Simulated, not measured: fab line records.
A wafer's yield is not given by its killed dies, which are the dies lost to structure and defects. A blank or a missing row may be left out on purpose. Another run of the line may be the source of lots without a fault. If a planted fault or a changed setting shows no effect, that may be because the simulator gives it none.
Chamber matching	flow berkeley cmos170	UCB170_GATE_WET_ETCH_00 on wet bench-03 has 4 sister chambers
The step etches SiO2 in dHF, time 200 s. 8 wafers are shown with their chamber, then 8 later ones without.

## WAFERS PAIRED WITH THEIR CHAMBERS
wafer	chamber	run length s (s)	bath heat duty pct (%)
L650.3	0	226	6.4
L650.6	0	226	6.0
L656.5	2	233	6.0
L656.6	2	233	6.9
L653.5	1	233	6.0
L661.2	3	226	5.6
L661.5	3	226	5.8
L660.3	1	224	5.2

## WAFERS MISSING THEIR CHAMBER
wafer	run length s (s)	bath heat duty pct (%)
L660.5	224	5.5
L660.6	224	6.4
L664.2	227	6.3
L664.4	227	5.6
L664.5	227	5.5
L669.2	225	6.0
L669.3	225	5.8
L669.6	225	5.7

## WHICH CHAMBER EACH ONE RAN IN
wafer	from the rows above	in truth
L660.5	can't be placed: 3 or 1 or 0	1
L660.6	can't be placed: 0 or 3 or 1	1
L664.2	can't be placed: 0 or 3 or 1 or 2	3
L664.4	can't be placed: 3 or 1 or 0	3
L664.5	can't be placed: 1 or 3 or 0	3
L669.2	can't be placed: 0 or 3 or 1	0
L669.3	can't be placed: 3 or 0 or 1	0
L669.6	can't be placed: 3 or 1 or 0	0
0 of 8 placed correctly. Can't be placed from these rows: 8 (the true chamber is among the candidates in 8). Placed wrongly: 0.
How it was worked out, from the rows above alone: a wafer's distance from a chamber is the root of the sum, over the readings, of the square of ((its reading less the chamber's mean) divided by the reading's scatter). The wafer belongs to the nearest chamber; if the next one is less than 2 further off, it can't be placed. The mean given for a chamber averages the wafers shown for that chamber. The scatter: the root of (the sum of the squares of (reading less its chamber's mean) over the shown wafers, divided by (wafers less chambers)).
